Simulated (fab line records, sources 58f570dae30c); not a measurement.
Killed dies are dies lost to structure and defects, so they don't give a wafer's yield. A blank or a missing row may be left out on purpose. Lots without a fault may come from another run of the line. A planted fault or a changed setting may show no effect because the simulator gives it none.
fab line records | flow berkeley_cmos170
record lots=5 wafers=15 last_day=12
route steps=331 shown NVT@105 PVT@115 GATE@125 FIELD@126
lots that met no fault: from a run of the same line without faults
start_h: hours from the record's first day to the start of the lot's first wafer shown | wait_h: hours since the lot's step before | " the same as in the row above | L1.1+2: a row that stands for several wafers | - no value, or no start given | * or withheld: withheld | < > ~ a bound
route shown NAME@n: a module of which the file shows steps, and the number in the route of the first | usual: mean/standard deviation of fault-free wafers | same: alike in all rows | chamber/n: place in a boat | sites: the reading at each site | _std_site: their standard deviation | _edge_site: outer sites' mean less inner sites' | radius_mm: how far each site lies from the wafer's centre | mask NAME#n: copy n | behind: the tool/chamber that last shaped the wafer | hold: why the lot was held/for how many hours/how that ended | device: the transistor (n, p or np) that didn't switch | end of line: the same wafers' tests at the end of the route | a step without rows: its recipe alone | killed: dies lost to structure and defects at the first sort, not the wafer's yield | map: a wafer's dies, x killed, . not, _ none there
set.NAME: the setting as run; set.NAME@STEP: as run at that earlier step | model.NAME: the simulator's own value behind a step, which no gauge read
lots at some steps of the route; a table a step, a row a wafer
services: from which hour (start_h, from the record's first day; less than 0 if before it) a tool's chamber was out of use, for how many hours, and why
## steps
# step UCB170_NVT_COAT_01
# recipe resist=KrF spin_rpm=1500 resist_thk_nm=900
# usual chill_plate_temp_C=23.01/0.11
# columns lot.wafer tool chamber start_h wait_h chill_plate_temp_C
L076.2 litho_track-02 0 145.39 0.1 23.23
L076.5 " 0 " " 23.02
L076.6 " 0 " " 23.08
L081.4 litho_track-04 0 167.53 0.1 22.93
L081.5 " 0 " " 23.00
L081.6 " 0 " " 22.88
L090.1 litho_track-01 0 202.44 0.1 23.02
L090.2 " 0 " " 22.89
L090.4 " 0 " " 23.04
L087.3 litho_track-04 0 202.94 0.1 23.23
L087.4 " 0 " " 22.92
L087.5 " 0 " " 23.12
L095.1 litho_track-04 0 230.96 0.1 23.06
L095.2 " 0 " " 23.03
L095.5 " 0 " " 23.18
# step UCB170_NVT_SOFTBAKE_02
# recipe resist=KrF temp_c=130 time_s=60
# usual chill_plate_temp_C=23.01/0.098
# columns lot.wafer tool chamber start_h wait_h chill_plate_temp_C
L076.2 litho_track-02 0 145.54 0.1 22.97
L076.5 " 0 " " 23.07
L076.6 " 0 " " 23.15
L081.4 litho_track-04 0 167.68 0.1 23.09
L081.5 " 0 " " 23.06
L081.6 " 0 " " 22.97
L090.1 litho_track-01 0 202.59 0.1 23.04
L090.2 " 0 " " 23.15
L090.4 " 0 " " 23.07
L087.3 litho_track-04 0 203.09 0.1 23.08
L087.4 " 0 " " 23.03
L087.5 " 0 " " 23.25
L095.1 litho_track-04 0 231.11 0.1 22.99
L095.2 " 0 " " 22.93
L095.5 " 0 " " 23.14
# step UCB170_NVT_EXPOSE_03
# recipe mask_id=PWELL target_cd_nm=3000 na=0.5 sigma_outer=0.6 source_shape=conventional dose_mj=29.62
# usual focus_offset_nm=0.1/0.5 reticle_temp_C=22.99/0.11
# columns lot.wafer tool chamber start_h wait_h mask focus_offset_nm reticle_temp_C
L076.2 krf_scanner-02 0 145.93 0.4 PWELL#0 0.4 23.00
L076.5 " 0 " " PWELL#0 -0.3 22.96
L076.6 " 0 " " PWELL#0 0.2 22.82
L081.4 krf_scanner-02 0 168.04 0.3 PWELL#0 -0.8 23.00
L081.5 " 0 " " PWELL#0 -0.2 22.96
L081.6 " 0 " " PWELL#0 0.2 23.00
L090.1 krf_scanner-02 0 202.98 0.4 PWELL#0 -0.3 22.76
L090.2 " 0 " " PWELL#0 -0.9 22.75
L090.4 " 0 " " PWELL#0 -1.1 22.96
L087.3 krf_scanner-02 0 203.50 0.4 PWELL#0 0.5 23.16
L087.4 " 0 " " PWELL#0 0.1 23.07
L087.5 " 0 " " PWELL#0 -0.1 22.94
L095.1 krf_scanner-01 0 231.54 0.4 PWELL#0 0.8 23.15
L095.2 " 0 " " PWELL#0 0.8 23.01
L095.5 " 0 " " PWELL#0 0.7 23.00
# step UCB170_NVT_PEB_04
# recipe peb_temp_c=130 peb_time_s=withheld resist=KrF
# usual chill_plate_temp_C=23.00/0.099
# columns lot.wafer tool chamber start_h wait_h chill_plate_temp_C
L076.2 litho_track-02 0 146.66 0.7 23.02
L076.5 " 0 " " 22.97
L076.6 " 0 " " 22.94
L081.4 litho_track-01 0 168.81 0.8 22.99
L081.5 " 0 " " 23.10
L081.6 " 0 " " 23.07
L090.1 litho_track-04 0 203.19 0.2 22.72
L090.2 " 0 " " 23.10
L090.4 " 0 " " 22.90
L087.3 litho_track-04 0 203.63 0.1 22.97
L087.4 " 0 " " 22.73
L087.5 " 0 " " 22.89
L095.1 litho_track-04 0 231.66 0.1 22.98
L095.2 " 0 " " 22.96
L095.5 " 0 " " 22.92
# step UCB170_NVT_DEVELOP_05
# recipe developer=TMAH develop_time_s=45 resist=KrF dev_temp_c=21
# usual chill_plate_temp_C=23.01/0.12
# same develop_time_s=45
# columns lot.wafer tool chamber start_h wait_h chill_plate_temp_C
L076.2 litho_track-02 0 - - 23.09
L076.5 " 0 " " 22.85
L076.6 " 0 " " 22.92
L081.4 litho_track-01 0 - - 23.09
L081.5 " 0 " " 22.89
L081.6 " 0 " " 23.31
L090.1 litho_track-04 0 - - 23.02
L090.2 " 0 " " 23.13
L090.4 " 0 " " 23.17
L087.3 litho_track-04 0 - - 23.11
L087.4 " 0 " " 22.92
L087.5 " 0 " " 22.93
L095.1 litho_track-04 0 - - 23.04
L095.2 " 0 " " 22.86
L095.5 " 0 " " 23.19
# step UCB170_NVT_OVL_MEAS_06
# usual NVT_OVL=-1/6.8
# columns lot.wafer tool chamber start_h wait_h NVT_OVL[nm]
L076.2 overlay-01 - 146.92 - 4
L076.5 " - " " 13
L076.6 " - " " 11
L081.4 overlay-01 - 169.03 - 2
L081.5 " - " " -4
L081.6 " - " " 3
L090.1 overlay-02 - 203.46 - 9
L090.2 " - " " 4
L090.4 " - " " 1
L087.3 overlay-02 - 203.90 - -1
L087.4 " - " " -6
L087.5 " - " " 1
L095.1 overlay-02 - 231.93 - -9
L095.2 " - " " -12
L095.5 " - " " -2
# step UCB170_NVT_IMPLANT_07
# recipe species=BF2 dose_cm2=3e+12 energy_kev=50 tilt_deg=7
# usual beam_energy_keV=49.999/0.016 faraday_current_uA=9.52/0.17
# columns lot.wafer tool chamber start_h wait_h beam_energy_keV faraday_current_uA
L076.2 implanter-03 0 146.97 0.0 49.989 9.68
L076.5 " 0 " " 49.968 9.52
L076.6 " 0 " " 49.992 9.48
L081.4 implanter-04 0 169.12 0.1 50.002 9.86
L081.5 " 0 " " 49.995 9.46
L081.6 " 0 " " 49.967 9.76
L090.1 implanter-02 0 203.50 0.0 49.991 9.56
L090.2 " 0 " " 50.000 9.53
L090.4 " 0 " " 50.000 9.29
L087.3 implanter-02 0 203.97 0.1 50.005 9.43
L087.4 " 0 " " 50.024 9.37
L087.5 " 0 " " 50.007 9.19
L095.1 implanter-02 0 231.97 0.0 50.018 9.80
L095.2 " 0 " " 50.001 9.43
L095.5 " 0 " " 50.019 9.62
# step UCB170_NVT_STRIP_08
# recipe chemistry=O2 power_w=400 pressure_mtorr=3500 platen_temp_c=withheld o2_flow_sccm=400 overash_fraction=0.5
# usual drypump_motor_current_A=5.8/0.51 oes_product_au=0.734/0.0047 strip_time_to_endpoint_s=21.63/0.07
# columns lot.wafer tool chamber start_h wait_h drypump_motor_current_A oes_product_au rf_hours_counter_h strip_time_to_endpoint_s
L076.2 plasma_asher-03 0 147.10 0.1 5.8 0.738 45 21.54
L076.5 " 1 " " 5.2 0.745 - 21.67
L076.6 " 0 " " 5.8 0.730 - 21.60
L081.4 plasma_asher-01 0 169.23 0.1 6.1 0.736 - 21.56
L081.5 " 1 " " 6.3 0.730 - 21.55
L081.6 " 0 " " 6.1 0.738 - 21.55
L090.1 plasma_asher-04 0 203.65 0.1 6.3 0.742 36 21.72
L090.2 " 1 " " 4.8 0.733 36 21.75
L090.4 " 1 " " 4.8 0.731 - 21.71
L087.3 plasma_asher-03 1 204.10 0.1 5.3 0.727 - 21.49
L087.4 " 0 " " 5.8 0.733 - 21.54
L087.5 " 1 " " 5.3 0.730 - 21.53
L095.1 plasma_asher-04 1 232.12 0.1 4.8 0.728 39 21.54
L095.2 " 0 " " 6.4 0.737 39 21.56
L095.5 " 1 " " 4.8 0.731 - 21.63
# step UCB170_NVT_TW_MEAS_09
# usual NVT_TW=524/5.6
# columns lot.wafer tool chamber start_h wait_h NVT_TW
L076.2 film_metro-02 - 147.21 0.1 517
L076.5 " - " " 519
L076.6 " - " " 520
L081.4 film_metro-01 - 169.33 0.1 520
L081.5 " - " " 524
L081.6 " - " " 522
L090.1 film_metro-02 - 203.75 0.1 515
L090.2 " - " " 518
L090.4 " - " " 518
L087.3 film_metro-02 - 204.19 0.1 517
L087.4 " - " " 519
L087.5 " - " " 521
L095.1 film_metro-02 - 232.22 0.1 519
L095.2 " - " " 518
L095.5 " - " " 520
# step UCB170_NVT_CLEAN_10
# recipe chemistry=SPM temp_c=120 time_s=600
# columns lot.wafer tool chamber start_h wait_h
L076.2+5+6 wet_bench-03 2 148.85 1.6
L081.4+5+6 wet_bench-04 2 169.36 0.0
L090.1+2+4 wet_bench-04 0 203.82 0.1
L087.3+4+5 wet_bench-04 2 204.41 0.2
L095.1+2+5 wet_bench-02 1 232.58 0.4
# step UCB170_PVT_HMDS_00
# recipe prime_time_s=60 prime_temp_c=100
# usual chill_plate_temp_C=23.00/0.11
# columns lot.wafer tool chamber start_h wait_h chill_plate_temp_C
L076.2 litho_track-03 0 149.09 0.0 23.20
L076.5 " 0 " " 23.06
L076.6 " 0 " " 22.99
L081.4 litho_track-01 0 169.64 0.1 23.04
L081.5 " 0 " " 22.86
L081.6 " 0 " " 22.85
L090.1 litho_track-03 0 204.45 0.4 22.96
L090.2 " 0 " " 23.04
L090.4 " 0 " " 23.22
L087.3 litho_track-01 0 205.06 0.5 23.08
L087.4 " 0 " " 22.98
L087.5 " 0 " " 23.05
L095.1 litho_track-03 0 233.67 0.7 23.08
L095.2 " 0 " " 22.98
L095.5 " 0 " " 23.05
# step UCB170_PVT_COAT_01
# recipe resist=KrF spin_rpm=1500 resist_thk_nm=900
# usual chill_plate_temp_C=22.98/0.1
# columns lot.wafer tool chamber start_h wait_h chill_plate_temp_C
L076.2 litho_track-03 0 149.24 0.1 22.77
L076.5 " 0 " " 22.95
L076.6 " 0 " " 22.86
L081.4 litho_track-01 0 169.79 0.1 23.00
L081.5 " 0 " " 22.94
L081.6 " 0 " " 22.89
L090.1 litho_track-03 0 204.60 0.1 23.01
L090.2 " 0 " " 23.02
L090.4 " 0 " " 22.97
L087.3 litho_track-01 0 205.21 0.1 22.88
L087.4 " 0 " " 22.88
L087.5 " 0 " " 22.97
L095.1 litho_track-03 0 233.82 0.1 23.15
L095.2 " 0 " " 22.95
L095.5 " 0 " " 23.06
# step UCB170_PVT_SOFTBAKE_02
# recipe resist=KrF temp_c=130 time_s=60
# usual chill_plate_temp_C=23.00/0.093
# columns lot.wafer tool chamber start_h wait_h chill_plate_temp_C
L076.2 litho_track-03 0 149.39 0.1 23.13
L076.5 " 0 " " 22.93
L076.6 " 0 " " 23.14
L081.4 litho_track-01 0 169.94 0.1 22.91
L081.5 " 0 " " 22.99
L081.6 " 0 " " 22.82
L090.1 litho_track-03 0 204.75 0.1 22.95
L090.2 " 0 " " 22.89
L090.4 " 0 " " 22.94
L087.3 litho_track-01 0 205.36 0.1 23.05
L087.4 " 0 " " 23.07
L087.5 " 0 " " 23.17
L095.1 litho_track-03 0 233.97 0.1 22.93
L095.2 " 0 " " 23.09
L095.5 " 0 " " 23.14
# step UCB170_PVT_EXPOSE_03
# recipe mask_id=NWELL target_cd_nm=3000 na=0.5 sigma_outer=0.6 source_shape=conventional dose_mj=30
# usual focus_offset_nm=-0.1/0.53 reticle_temp_C=22.99/0.1
# columns lot.wafer tool chamber start_h wait_h mask focus_offset_nm reticle_temp_C
L076.2 krf_scanner-02 0 150.01 0.6 NWELL#0 0.0 23.01
L076.5 " 0 " " NWELL#0 -0.1 23.07
L076.6 " 0 " " NWELL#0 -0.1 23.25
L081.4 krf_scanner-01 0 170.36 0.4 NWELL#0 0.7 22.90
L081.5 " 0 " " NWELL#0 0.7 22.90
L081.6 " 0 " " NWELL#0 0.7 22.82
L090.1 krf_scanner-02 0 205.20 0.4 NWELL#0 0.2 23.01
L090.2 " 0 " " NWELL#0 0.0 23.12
L090.4 " 0 " " NWELL#0 0.3 22.99
L087.3 krf_scanner-02 0 205.73 0.3 NWELL#0 -0.7 23.03
L087.4 " 0 " " NWELL#0 -0.1 22.80
L087.5 " 0 " " NWELL#0 -0.9 22.96
L095.1 krf_scanner-01 0 234.28 0.3 NWELL#0 0.0 22.91
L095.2 " 0 " " NWELL#0 -0.3 22.97
L095.5 " 0 " " NWELL#0 -0.2 23.01
# step UCB170_PVT_PEB_04
# recipe peb_temp_c=130 peb_time_s=withheld resist=KrF
# usual chill_plate_temp_C=23.00/0.097
# columns lot.wafer tool chamber start_h wait_h chill_plate_temp_C
L076.2 litho_track-04 0 150.50 0.5 22.99
L076.5 " 0 " " 23.06
L076.6 " 0 " " 23.03
L081.4 litho_track-01 0 170.81 0.4 22.90
L081.5 " 0 " " 22.88
L081.6 " 0 " " 22.86
L090.1 litho_track-01 0 205.46 0.2 23.00
L090.2 " 0 " " 22.94
L090.4 " 0 " " 22.98
L087.3 litho_track-03 0 205.85 0.1 22.99
L087.4 " 0 " " 22.92
L087.5 " 0 " " 23.03
L095.1 litho_track-04 0 234.67 0.4 23.03
L095.2 " 0 " " 23.19
L095.5 " 0 " " 23.03
# step UCB170_PVT_DEVELOP_05
# recipe developer=TMAH develop_time_s=45 resist=KrF dev_temp_c=21
# usual chill_plate_temp_C=23.00/0.11
# same develop_time_s=45
# columns lot.wafer tool chamber start_h wait_h chill_plate_temp_C
L076.2 litho_track-04 0 - - 23.12
L076.5 " 0 " " 23.05
L076.6 " 0 " " 23.01
L081.4 litho_track-01 0 - - 22.97
L081.5 " 0 " " 23.03
L081.6 " 0 " " 23.02
L090.1 litho_track-01 0 - - 23.06
L090.2 " 0 " " 23.18
L090.4 " 0 " " 23.07
L087.3 litho_track-03 0 - - 22.77
L087.4 " 0 " " 22.86
L087.5 " 0 " " 22.83
L095.1 litho_track-04 0 - - 22.92
L095.2 " 0 " " 23.06
L095.5 " 0 " " 23.11
# step UCB170_PVT_OVL_MEAS_06
# usual PVT_OVL=-2/6.4
# columns lot.wafer tool chamber start_h wait_h PVT_OVL[nm]
L076.2 overlay-02 - 150.76 - -8
L076.5 " - " " -10
L076.6 " - " " -4
L081.4 overlay-02 - 171.03 - 13
L081.5 " - " " 6
L081.6 " - " " 7
L090.1 overlay-02 - 205.73 - -9
L090.2 " - " " -11
L090.4 " - " " -14
L087.3 overlay-01 - 206.09 - 7
L087.4 " - " " 1
L087.5 " - " " 7
L095.1 overlay-01 - 234.95 - 2
L095.2 " - " " 1
L095.5 " - " " 3
# step UCB170_PVT_IMPLANT_07
# recipe species=P dose_cm2=2e+12 energy_kev=30 tilt_deg=7
# usual beam_energy_keV=29.998/0.0098 faraday_current_uA=6.34/0.11
# columns lot.wafer tool chamber start_h wait_h beam_energy_keV faraday_current_uA
L076.2 implanter-01 0 150.81 0.0 30.009 6.28
L076.5 " 0 " " 29.984 6.42
L076.6 " 0 " " 30.005 6.36
L081.4 implanter-03 0 171.12 0.1 29.993 6.33
L081.5 " 0 " " 29.982 6.37
L081.6 " 0 " " 30.007 6.15
L090.1 implanter-02 0 205.77 0.0 30.007 6.48
L090.2 " 0 " " 29.999 6.43
L090.4 " 0 " " 29.999 6.16
L087.3 implanter-02 0 206.16 0.1 30.003 6.22
L087.4 " 0 " " 30.001 6.37
L087.5 " 0 " " 30.009 6.36
L095.1 implanter-02 0 234.98 0.0 30.001 6.22
L095.2 " 0 " " 30.004 6.55
L095.5 " 0 " " 30.003 6.26
# step UCB170_PVT_STRIP_08
# recipe chemistry=O2 power_w=400 pressure_mtorr=3500 platen_temp_c=withheld o2_flow_sccm=400 overash_fraction=0.5
# usual drypump_motor_current_A=6.1/0.48 oes_product_au=0.734/0.0046 strip_time_to_endpoint_s=21.64/0.061
# columns lot.wafer tool chamber start_h wait_h drypump_motor_current_A oes_product_au rf_hours_counter_h strip_time_to_endpoint_s
L076.2 plasma_asher-02 0 150.94 0.1 6.3 0.742 4 21.59
L076.5 " 0 " " 6.3 0.741 - 21.63
L076.6 " 1 " " 6.2 0.739 - 21.61
L081.4 plasma_asher-01 1 171.23 0.1 6.2 0.730 - 21.53
L081.5 " 1 " " 6.2 0.740 - 21.59
L081.6 " 0 " " 6.1 0.740 - 21.61
L090.1 plasma_asher-01 1 205.92 0.1 6.2 0.734 51 21.69
L090.2 " 0 " " 6.1 0.732 51 21.68
L090.4 " 0 " " 6.1 0.723 - 21.63
L087.3 plasma_asher-04 0 206.30 0.1 6.4 0.727 - 21.62
L087.4 " 1 " " 4.8 0.739 - 21.63
L087.5 " 0 " " 6.4 0.733 - 21.64
L095.1 plasma_asher-04 0 235.13 0.1 6.4 0.733 39 21.55
L095.2 " 1 " " 4.8 0.733 39 21.57
L095.5 " 1 " " 4.8 0.730 - 21.56
# step UCB170_PVT_TW_MEAS_09
# usual PVT_TW=507/3.6
# columns lot.wafer tool chamber start_h wait_h PVT_TW
L076.2 film_metro-04 - 151.05 0.1 506
L076.5 " - " " 507
L076.6 " - " " 510
L081.4 film_metro-03 - 171.33 0.1 513
L081.5 " - " " 514
L081.6 " - " " 513
L090.1 film_metro-04 - 206.02 0.1 512
L090.2 " - " " 512
L090.4 " - " " 511
L087.3 film_metro-01 - 206.38 0.1 505
L087.4 " - " " 503
L087.5 " - " " 504
L095.1 film_metro-03 - 235.23 0.1 513
L095.2 " - " " 512
L095.5 " - " " 510
# step UCB170_GATE_WET_ETCH_00
# recipe chemistry=dHF dilution=25:1 target=SiO2 temp_c=25 time_s=200
# columns lot.wafer tool chamber start_h wait_h
L076.2+5+6 wet_bench-02 0 151.10 0.0
L081.4+5+6 wet_bench-01 0 171.36 0.0
L090.1+2+4 wet_bench-01 3 206.08 0.1
L087.3+4+5 wet_bench-02 3 206.43 0.0
L095.1+2+5 wet_bench-03 3 235.29 0.1
# step UCB170_FIELD_THK_MEAS_91
# recipe reads=SiO2_of_FIELD_OXIDATION_01
# usual FIELD_OXIDE_LEFT_2_THK=351/9
# columns lot.wafer tool chamber start_h wait_h FIELD_OXIDE_LEFT_2_THK[nm]
L076.2 film_metro-01 - 151.17 0.0 343
L076.5 " - " " 355
L076.6 " - " " 355
L081.4 film_metro-01 - 171.45 0.0 367
L081.5 " - " " 350
L081.6 " - " " 353
L090.1 film_metro-04 - 206.15 0.0 346
L090.2 " - " " 339
L090.4 " - " " 347
L087.3 film_metro-03 - 206.51 0.0 365
L087.4 " - " " 352
L087.5 " - " " 344
L095.1 film_metro-01 - 235.35 0.0 331
L095.2 " - " " 334
L095.5 " - " " 331
# step UCB170_GATE_OXIDATION_01
# recipe temp_c=850 ambient=O2 target_thk_a=66 ox_time_s=1859
# usual zone_power_centre_pct=41.7/1.1
# columns lot.wafer tool chamber start_h wait_h zone_power_centre_pct
L076.2 furnace-04 0 154.49 3.3 42.9
L076.5 " 0 " " 42.6
L076.6 " 0 " " 42.9
L081.4 furnace-01 0 177.54 6.1 41.5
L081.5 " 0 " " 41.3
L081.6 " 0 " " 42.2
L087.3 furnace-01 0 208.97 2.4 42.3
L087.4 " 0 " " 41.4
L087.5 " 0 " " 41.3
L090.1 furnace-01 0 208.97 2.8 41.4
L090.2 " 0 " " 41.6
L090.4 " 0 " " 41.7
L095.1 furnace-01 0 238.35 3.0 42.3
L095.2 " 0 " " 42.4
L095.5 " 0 " " 41.8
# step UCB170_GATE_THK_MEAS_02
# recipe reads=SiO2_of_GATE_OXIDATION_01
# usual GATE_OXIDE_THK=6.74/0.12
# columns lot.wafer tool chamber start_h wait_h GATE_OXIDE_THK[nm]
L076.2 film_metro-02 - 156.00 0.0 6.89
L076.5 " - " " 6.84
L076.6 " - " " 6.92
L081.4 film_metro-04 - 179.07 0.0 6.94
L081.5 " - " " 6.99
L081.6 " - " " 6.72
L090.1 film_metro-01 - 210.47 0.0 6.94
L090.2 " - " " 6.79
L090.4 " - " " 6.83
L087.3 film_metro-04 - 210.55 0.1 6.42
L087.4 " - " " 6.57
L087.5 " - " " 6.62
L095.1 film_metro-01 - 239.91 0.1 6.74
L095.2 " - " " 6.73
L095.5 " - " " 6.75
# step UCB170_GATE_ANNEAL_03
# recipe temp_c=900 time_s=1800 ambient=N2
# usual zone_power_centre_pct=44.8/1
# columns lot.wafer tool chamber start_h wait_h zone_power_centre_pct
L076.2 furnace-01 0 159.50 3.5 44.5
L076.5 " 0 " " 45.2
L076.6 " 0 " " 45.3
L081.4 furnace-02 0 182.38 3.3 42.9
L081.5 " 0 " " 42.9
L081.6 " 0 " " 43.5
L087.3 furnace-01 0 215.14 4.6 45.3
L087.4 " 0 " " 45.0
L087.5 " 0 " " 44.4
L090.1 furnace-01 0 215.14 4.7 44.5
L090.2 " 0 " " 45.1
L090.4 " 0 " " 44.1
L095.1 furnace-04 0 243.82 3.9 45.4
L095.2 " 0 " " 44.9
L095.5 " 0 " " 45.9
# step UCB170_GATE_CVD_04
# recipe material=poly-Si temp_c=610 precursor=SiH4 time_s=1440 pressure_mtorr=375 target_thk_nm=214 sih4_flow_sccm=120
# usual zone_power_centre_pct=27.1/1
# columns lot.wafer tool chamber start_h wait_h zone_power_centre_pct
L076.2 lpcvd-02 1 161.00 0.0 26.6
L076.5 " 1 " " 26.5
L076.6 " 1 " " 26.8
L081.4 lpcvd-02 1 184.14 0.3 26.3
L081.5 " 1 " " 26.2
L081.6 " 1 " " 26.3
L087.3 lpcvd-01 0 216.64 0.0 28.6
L087.4 " 0 " " 29.3
L087.5 " 0 " " 29.0
L090.1 lpcvd-01 0 216.64 0.0 28.8
L090.2 " 0 " " 28.7
L090.4 " 0 " " 29.2
L095.1 lpcvd-01 1 245.32 0.0 26.7
L095.2 " 1 " " 26.7
L095.5 " 1 " " 26.9
# step UCB170_GATE_THK_MEAS_05
# recipe reads=poly-Si_of_GATE_CVD_04
# usual GATE_POLY_THK=212.6/1.8
# columns lot.wafer tool chamber start_h wait_h GATE_POLY_THK[nm]
L076.2 film_metro-01 - 162.41 0.0 214.1
L076.5 " - " " 213.2
L076.6 " - " " 213.0
L081.4 film_metro-02 - 185.57 0.0 212.5
L081.5 " - " " 212.2
L081.6 " - " " 211.5
L090.1 film_metro-02 - 218.74 0.0 211.2
L090.2 " - " " 212.2
L090.4 " - " " 212.4
L087.3 film_metro-02 - 218.82 0.1 214.6
L087.4 " - " " 213.8
L087.5 " - " " 214.0
L095.1 film_metro-02 - 246.76 0.0 213.6
L095.2 " - " " 213.1
L095.5 " - " " 214.7
# step UCB170_GATE_COAT_06
# recipe resist=BARC temp_c=withheld time_s=withheld spin_rpm=3000 resist_thk_nm=withheld
# usual chill_plate_temp_C=*
# columns lot.wafer tool chamber start_h wait_h chill_plate_temp_C
L076.2 litho_track-01 0 162.49 0.1 *
L076.5 " 0 " " *
L076.6 " 0 " " *
L081.4 litho_track-01 0 185.68 0.1 *
L081.5 " 0 " " *
L081.6 " 0 " " *
L090.1 litho_track-02 0 218.80 0.1 *
L090.2 " 0 " " *
L090.4 " 0 " " *
L087.3 litho_track-02 0 219.30 0.5 *
L087.4 " 0 " " *
L087.5 " 0 " " *
L095.1 litho_track-02 0 246.82 0.1 *
L095.2 " 0 " " *
L095.5 " 0 " " *
# step UCB170_GATE_COAT_07
# recipe resist=KrF spin_rpm=1500 resist_thk_nm=889.9
# usual chill_plate_temp_C=22.99/0.11
# columns lot.wafer tool chamber start_h wait_h chill_plate_temp_C
L076.2 litho_track-01 0 - - 23.04
L076.5 " 0 " " 23.11
L076.6 " 0 " " 23.05
L081.4 litho_track-01 0 - - 23.03
L081.5 " 0 " " 22.96
L081.6 " 0 " " 23.08
L090.1 litho_track-02 0 - - 22.99
L090.2 " 0 " " 22.89
L090.4 " 0 " " 22.88
L087.3 litho_track-02 0 - - 23.10
L087.4 " 0 " " 22.94
L087.5 " 0 " " 23.11
L095.1 litho_track-02 0 - - 22.99
L095.2 " 0 " " 23.16
L095.5 " 0 " " 22.91
# step UCB170_GATE_SOFTBAKE_08
# recipe resist=KrF temp_c=130 time_s=60
# usual chill_plate_temp_C=23.01/0.086
# columns lot.wafer tool chamber start_h wait_h chill_plate_temp_C
L076.2 litho_track-01 0 - - 23.01
L076.5 " 0 " " 23.01
L076.6 " 0 " " 22.99
L081.4 litho_track-01 0 - - 22.90
L081.5 " 0 " " 22.80
L081.6 " 0 " " 23.04
L090.1 litho_track-02 0 - - 23.08
L090.2 " 0 " " 23.02
L090.4 " 0 " " 23.09
L087.3 litho_track-02 0 - - 23.17
L087.4 " 0 " " 23.03
L087.5 " 0 " " 22.82
L095.1 litho_track-02 0 - - 22.96
L095.2 " 0 " " 22.96
L095.5 " 0 " " 22.75
# step UCB170_GATE_EXPOSE_09
# recipe mask_id=POLY target_cd_nm=350 na=0.5 sigma_outer=0.6 source_shape=conventional dose_mj=21
# usual focus_offset_nm=0.0/0.56 reticle_temp_C=23.00/0.1
# columns lot.wafer tool chamber start_h wait_h mask focus_offset_nm reticle_temp_C
L076.2 krf_scanner-02 0 162.93 - POLY#0 -0.5 22.85
L076.5 " 0 " " POLY#0 -0.5 22.84
L076.6 " 0 " " POLY#0 0.2 22.98
L081.4 krf_scanner-02 0 186.35 - POLY#0 -0.7 22.99
L081.5 " 0 " " POLY#0 0.0 22.95
L081.6 " 0 " " POLY#0 -0.9 22.93
L090.1 krf_scanner-02 0 219.37 - POLY#0 -0.6 23.06
L090.2 " 0 " " POLY#0 -0.1 23.04
L090.4 " 0 " " POLY#0 -0.4 23.10
L087.3 krf_scanner-02 0 220.01 - POLY#0 0.0 22.89
L087.4 " 0 " " POLY#0 1.2 23.01
L087.5 " 0 " " POLY#0 0.5 22.90
L095.1 krf_scanner-01 0 247.47 - POLY#0 -0.3 22.91
L095.2 " 0 " " POLY#0 -0.4 22.97
L095.5 " 0 " " POLY#0 -1.9 22.96
# step UCB170_GATE_PEB_10
# recipe peb_temp_c=130 peb_time_s=withheld resist=KrF
# usual chill_plate_temp_C=23.03/0.1
# columns lot.wafer tool chamber start_h wait_h chill_plate_temp_C
L076.2 litho_track-01 0 163.39 0.4 22.93
L076.5 " 0 " " 23.00
L076.6 " 0 " " 23.03
L081.4 litho_track-03 0 186.51 0.1 23.02
L081.5 " 0 " " 23.01
L081.6 " 0 " " 22.98
L090.1 litho_track-01 0 219.49 0.1 23.02
L090.2 " 0 " " 23.01
L090.4 " 0 " " 23.05
L087.3 litho_track-01 0 220.71 0.7 22.98
L087.4 " 0 " " 23.14
L087.5 " 0 " " 23.06
L095.1 litho_track-03 0 247.59 0.1 23.01
L095.2 " 0 " " 22.93
L095.5 " 0 " " 23.00
# step UCB170_GATE_DEVELOP_11
# recipe developer=TMAH develop_time_s=45 resist=KrF dev_temp_c=21
# usual chill_plate_temp_C=23.00/0.12
# same develop_time_s=45
# columns lot.wafer tool chamber start_h wait_h chill_plate_temp_C
L076.2 litho_track-01 0 - - 22.92
L076.5 " 0 " " 22.86
L076.6 " 0 " " 22.86
L081.4 litho_track-03 0 - - 23.03
L081.5 " 0 " " 22.89
L081.6 " 0 " " 22.91
L090.1 litho_track-01 0 - - 23.02
L090.2 " 0 " " 22.94
L090.4 " 0 " " 22.92
L087.3 litho_track-01 0 - - 22.98
L087.4 " 0 " " 23.29
L087.5 " 0 " " 23.24
L095.1 litho_track-03 0 - - 23.04
L095.2 " 0 " " 23.22
L095.5 " 0 " " 23.09
# step UCB170_GATE_CD_MEAS_12
# recipe target_cd_nm=350
# usual cd_nm=350.1/1.2
# columns lot.wafer tool chamber start_h wait_h cd_nm
L076.2 cd_sem-01 - 163.66 - 349.6
L076.5 " - " " 349.0
L076.6 " - " " 350.2
L081.4 cd_sem-02 - 186.77 - 349.2
L081.5 " - " " 349.4
L081.6 " - " " 347.9
L090.1 cd_sem-01 - 219.76 - 351.4
L090.2 " - " " 350.5
L090.4 " - " " 351.0
L087.3 cd_sem-01 - 220.98 - 349.3
L087.4 " - " " 351.1
L087.5 " - " " 349.0
L095.1 cd_sem-01 - 247.86 - 347.7
L095.2 " - " " 348.1
L095.5 " - " " 349.7
# step UCB170_GATE_OVL_MEAS_13
# usual GATE_OVL=-3/4.7
# columns lot.wafer tool chamber start_h wait_h GATE_OVL[nm]
L076.2 overlay-01 - 163.76 0.1 5
L076.5 " - " " -4
L076.6 " - " " 7
L081.4 overlay-01 - 186.85 0.1 -1
L081.5 " - " " 2
L081.6 " - " " 0
L090.1 overlay-02 - 219.88 0.1 -6
L090.2 " - " " -4
L090.4 " - " " -4
L087.3 overlay-02 - 221.07 0.1 -11
L087.4 " - " " -6
L087.5 " - " " -4
L095.1 overlay-02 - 247.98 0.1 2
L095.2 " - " " 4
L095.5 " - " " 0
## services
# columns tool chamber start_h hours kind
implanter-01 - 123.05 0.6 repair
plasma_asher-03 - 127.12 1.0 repair
wet_bench-02 - 132.67 4.4 pm
krf_scanner-01 - 142.26 0.8 pm
krf_scanner-01 - 145.41 0.4 repair
furnace-04 - 148.41 3.5 pm
krf_scanner-01 - 151.59 4.0 pm
krf_scanner-01 - 157.13 1.9 repair
krf_scanner-02 - 163.28 1.3 pm
furnace-04 - 168.59 3.6 pm
furnace-01 - 170.94 3.6 pm
implanter-01 - 172.21 1.2 repair
implanter-02 - 175.26 7.8 repair
implanter-03 - 201.86 1.8 repair
implanter-03 - 203.61 3.1 repair
krf_scanner-02 - 206.91 2.4 repair
krf_scanner-02 - 210.05 1.0 pm
implanter-04 - 212.82 1.5 repair
furnace-02 - 214.27 7.2 repair
furnace-02 - 221.52 3.5 pm
krf_scanner-01 - 232.13 1.3 pm
krf_scanner-01 - 238.00 1.0 pm
plasma_asher-01 - 239.62 2.4 repair
implanter-02 - 244.64 2.1 repair
## key
fault none
